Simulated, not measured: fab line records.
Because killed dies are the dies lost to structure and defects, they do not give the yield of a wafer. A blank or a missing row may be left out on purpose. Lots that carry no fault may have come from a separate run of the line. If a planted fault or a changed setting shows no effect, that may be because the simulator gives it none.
fab line records	flow rit-cmos
record: lots: 15	wafers: 45	last-day: 7
route steps=202 shown SILICIDE@162
lots that met no fault: taken from a fault-free run of the same line
start-h: the number of hours between the record's first day and the start of the first shown wafer of the lot	wait-h: hours since the lot's step before	" unchanged from the row above	L1.1+2: a single row standing in for several wafers	- either no value or no given start	* or withheld: withheld	< > ~ a bound
route shown NAME@n: NAME is a module with steps in the file, n the number in the route of the first one	usual: average and standard deviation across the fault-free wafers	same: alike in all rows	chamber/n: place in a boat	sites: per-site readings	_std_site: standard deviation across them	_edge_site: inner sites' mean taken away from outer sites' mean	radius-mm: how far each site lies from the wafer's centre	mask NAME#n: copy n	behind: the tool/chamber that last shaped the wafer	hold: the reason the lot was held/the length of the hold in hours/how it ended	device: the n, p or np transistor that did not switch	end of line: the tests these same wafers got at the end of their route	for a step that has no rows: nothing shown but its recipe	killed: count of dies lost to structure and defects at first sort (not the wafer's yield)	map: a wafer's dies, marking killed ones x, the rest . and places with no die _
set.NAME: the setting that was run; set.NAME@STEP: the one run at that earlier step	model.NAME: the simulator's own value behind a step, which no gauge read
route steps across a sampled set of lots; one table per step, one row per wafer
services: when a tool's chamber went out of use (start-h, in hours from the record's first day, below 0 if earlier), for how many hours, and the reason
== steps ==
step: RIT_SILICIDE_SPUTTER_01
recipe: material: Ti	target-thk-nm: 30	power-w: 350	chamber-pressure-pa: 0.667	gas: Ar	time-s: 231.4	substrate-temp-c: 25
usual: cathode-dc-power-W: 350.00/0.071	throttle-valve-pct: 30.3/0.8
lot.wafer	tool	chamber	start-h	wait-h	cathode-dc-power-W	throttle-valve-pct
L344.1	pvd-sputter-03	-	50.87	0.0	349.96	29.4
L344.5	"	-	"	"	349.91	29.4
L344.6	"	-	"	"	349.96	29.8
L345.2	pvd-sputter-04	-	59.91	0.0	350.06	30.1
L345.3	"	-	"	"	349.97	30.4
L345.4	"	-	"	"	350.10	31.1
L346.3	pvd-sputter-03	-	64.57	0.0	350.07	29.9
L346.4	"	-	"	"	349.99	29.9
L346.6	"	-	"	"	349.82	29.5
L347.2	pvd-sputter-03	-	68.12	0.0	322.98	29.8
L347.3	"	-	"	"	323.00	29.6
L347.4	"	-	"	"	323.06	30.9
L349.1	pvd-sputter-03	-	79.84	0.0	323.02	29.4
L349.3	"	-	"	"	322.98	29.6
L349.5	"	-	"	"	323.04	29.8
L351.1	pvd-sputter-03	-	86.58	0.0	322.94	29.5
L351.3	"	-	"	"	323.08	30.6
L351.5	"	-	"	"	322.97	29.5
L352.1	pvd-sputter-02	-	91.64	0.0	350.03	32.1
L352.2	"	-	"	"	349.96	30.6
L352.3	"	-	"	"	350.06	31.0
L356.1	pvd-sputter-02	-	110.81	0.0	349.91	30.6
L356.2	"	-	"	"	350.11	30.7
L356.3	"	-	"	"	349.94	29.4
L358.2	pvd-sputter-02	-	121.14	0.0	349.98	31.7
L358.3	"	-	"	"	350.03	30.5
L358.4	"	-	"	"	349.97	29.3
L360.1	pvd-sputter-02	-	132.03	0.0	350.05	29.1
L360.5	"	-	"	"	349.99	32.0
L360.6	"	-	"	"	350.04	30.8
L361.2	pvd-sputter-04	-	135.39	0.0	349.92	29.9
L361.4	"	-	"	"	349.90	30.9
L361.5	"	-	"	"	349.97	29.8
L363.1	pvd-sputter-02	-	146.56	0.0	350.04	30.8
L363.5	"	-	"	"	349.98	31.9
L363.6	"	-	"	"	350.04	30.5
L364.3	pvd-sputter-03	-	151.08	0.0	350.12	29.9
L364.4	"	-	"	"	349.95	30.7
L364.5	"	-	"	"	350.01	29.6
L365.1	pvd-sputter-02	-	155.81	0.0	349.86	30.5
L365.2	"	-	"	"	349.98	29.0
L365.3	"	-	"	"	350.07	31.9
L366.1	pvd-sputter-03	-	160.45	0.0	350.14	29.9
L366.2	"	-	"	"	350.05	29.6
L366.4	"	-	"	"	349.97	30.3
step: RIT_SILICIDE_RS_MEAS_02
recipe: thk-meas-gauge: four-point-probe	reads: Ti_of_SILICIDE_SPUTTER_01
usual: SILICIDE_TI_RS: 50.4/0.84
lot.wafer	tool	chamber	start-h	wait-h	SILICIDE_TI_RS[ohm/sq]
L344.1	film-metro-03	-	51.02	0.1	50.3
L344.5	"	-	"	"	50.4
L344.6	"	-	"	"	49.8
L345.2	film-metro-02	-	60.08	0.1	50.2
L345.3	"	-	"	"	49.7
L345.4	"	-	"	"	50.9
L346.3	film-metro-03	-	64.76	0.1	50.5
L346.4	"	-	"	"	50.9
L346.6	"	-	"	"	50.3
L347.2	film-metro-02	-	68.29	0.1	56.0
L347.3	"	-	"	"	55.8
L347.4	"	-	"	"	55.7
L349.1	film-metro-03	-	79.99	0.1	55.5
L349.3	"	-	"	"	56.4
L349.5	"	-	"	"	56.0
L351.1	film-metro-03	-	86.73	0.1	57.4
L351.3	"	-	"	"	57.3
L351.5	"	-	"	"	57.4
L352.1	film-metro-03	-	91.79	0.1	50.0
L352.2	"	-	"	"	50.2
L352.3	"	-	"	"	50.0
L356.1	film-metro-03	-	110.96	0.1	50.2
L356.2	"	-	"	"	49.9
L356.3	"	-	"	"	49.7
L358.2	film-metro-03	-	121.31	0.1	48.9
L358.3	"	-	"	"	49.9
L358.4	"	-	"	"	49.0
L360.1	film-metro-03	-	132.18	0.1	49.3
L360.5	"	-	"	"	49.6
L360.6	"	-	"	"	49.5
L361.2	film-metro-04	-	135.56	0.1	51.0
L361.4	"	-	"	"	52.5
L361.5	"	-	"	"	52.0
L363.1	film-metro-02	-	146.71	0.1	49.1
L363.5	"	-	"	"	49.2
L363.6	"	-	"	"	49.5
L364.3	film-metro-02	-	151.27	0.1	51.4
L364.4	"	-	"	"	50.5
L364.5	"	-	"	"	50.9
L365.1	film-metro-04	-	155.96	0.1	50.1
L365.2	"	-	"	"	49.6
L365.3	"	-	"	"	49.8
L366.1	film-metro-02	-	160.60	0.1	50.1
L366.2	"	-	"	"	50.5
L366.4	"	-	"	"	50.0
step: RIT_SILICIDE_THK_MEAS_03
recipe: thk-meas-gauge: xrf	reads: Ti_of_SILICIDE_SPUTTER_01
usual: SILICIDE_TI_THK: 28.8/0.41
lot.wafer	tool	chamber	start-h	wait-h	SILICIDE_TI_THK[nm]
L344.1	film-metro-03	-	51.14	0.1	28.9
L344.5	"	-	"	"	28.8
L344.6	"	-	"	"	29.2
L345.2	film-metro-02	-	60.19	0.1	28.7
L345.3	"	-	"	"	29.0
L345.4	"	-	"	"	28.4
L346.3	film-metro-03	-	64.86	0.1	28.8
L346.4	"	-	"	"	28.7
L346.6	"	-	"	"	28.7
L347.2	film-metro-02	-	68.40	0.1	26.3
L347.3	"	-	"	"	26.4
L347.4	"	-	"	"	26.4
L349.1	film-metro-03	-	80.11	0.1	26.7
L349.3	"	-	"	"	26.2
L349.5	"	-	"	"	26.3
L351.1	film-metro-03	-	86.85	0.1	25.8
L351.3	"	-	"	"	26.0
L351.5	"	-	"	"	26.0
L352.1	film-metro-03	-	91.91	0.1	29.1
L352.2	"	-	"	"	28.8
L352.3	"	-	"	"	29.0
L356.1	film-metro-03	-	111.08	0.1	28.9
L356.2	"	-	"	"	29.0
L356.3	"	-	"	"	29.1
L358.2	film-metro-03	-	121.42	0.1	29.5
L358.3	"	-	"	"	29.0
L358.4	"	-	"	"	29.5
L360.1	film-metro-03	-	132.30	0.1	29.3
L360.5	"	-	"	"	29.2
L360.6	"	-	"	"	29.3
L361.2	film-metro-04	-	135.67	0.1	28.4
L361.4	"	-	"	"	27.8
L361.5	"	-	"	"	28.0
L363.1	film-metro-02	-	146.83	0.1	29.5
L363.5	"	-	"	"	29.3
L363.6	"	-	"	"	29.0
L364.3	film-metro-02	-	151.37	0.1	28.3
L364.4	"	-	"	"	28.6
L364.5	"	-	"	"	28.6
L365.1	film-metro-04	-	156.08	0.1	29.1
L365.2	"	-	"	"	29.3
L365.3	"	-	"	"	29.1
L366.1	film-metro-02	-	160.72	0.1	28.9
L366.2	"	-	"	"	28.7
L366.4	"	-	"	"	29.0
== services ==
tool	chamber	start-h	hours	kind
pvd-sputter-04	-	55.86	1.9	repair
pvd-sputter-03	-	59.59	4.2	repair
pvd-sputter-04	-	61.35	7.5	repair
pvd-sputter-04	-	104.57	3.6	repair
pvd-sputter-04	-	128.38	0.5	repair
pvd-sputter-03	-	133.94	4.4	repair
== key ==
first-sign: step: RIT_SILICIDE_SPUTTER_01	reading: cathode-dc-power-W	direction: down	sigmas: 99+	usual: 350.00	struck: 323.01
effect: step: RIT_SILICIDE_RS_MEAS_02	reading: SILICIDE_TI_RS	direction: up	sigmas: 7.1	usual: 50.4	struck: 56.4
effect: step: RIT_SILICIDE_THK_MEAS_03	reading: SILICIDE_TI_THK	direction: down	sigmas: 6.2	usual: 28.8	struck: 26.2
met-at RIT_SILICIDE_SPUTTER_01
struck-lots L347,L349,L351
tester-left-out L347,L349,L351
onset-between 64.57 68.12
fault: kind: process-parameter-drift	tool: pvd-sputter-03	chamber: -	onset-h: 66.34	steps: RIT_SILICIDE_SPUTTER_01	channel: power-w	offset: -27.017	shape: step	end-h: 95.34	stated: 350
tester-left-out: of these lots the tester's yield and bins aren't shown, on N5 and GAA mostly nor the transistor test; their killed dies are dies lost to structure and defects alone, not to doping, threshold or leakage, so they don't give the yield
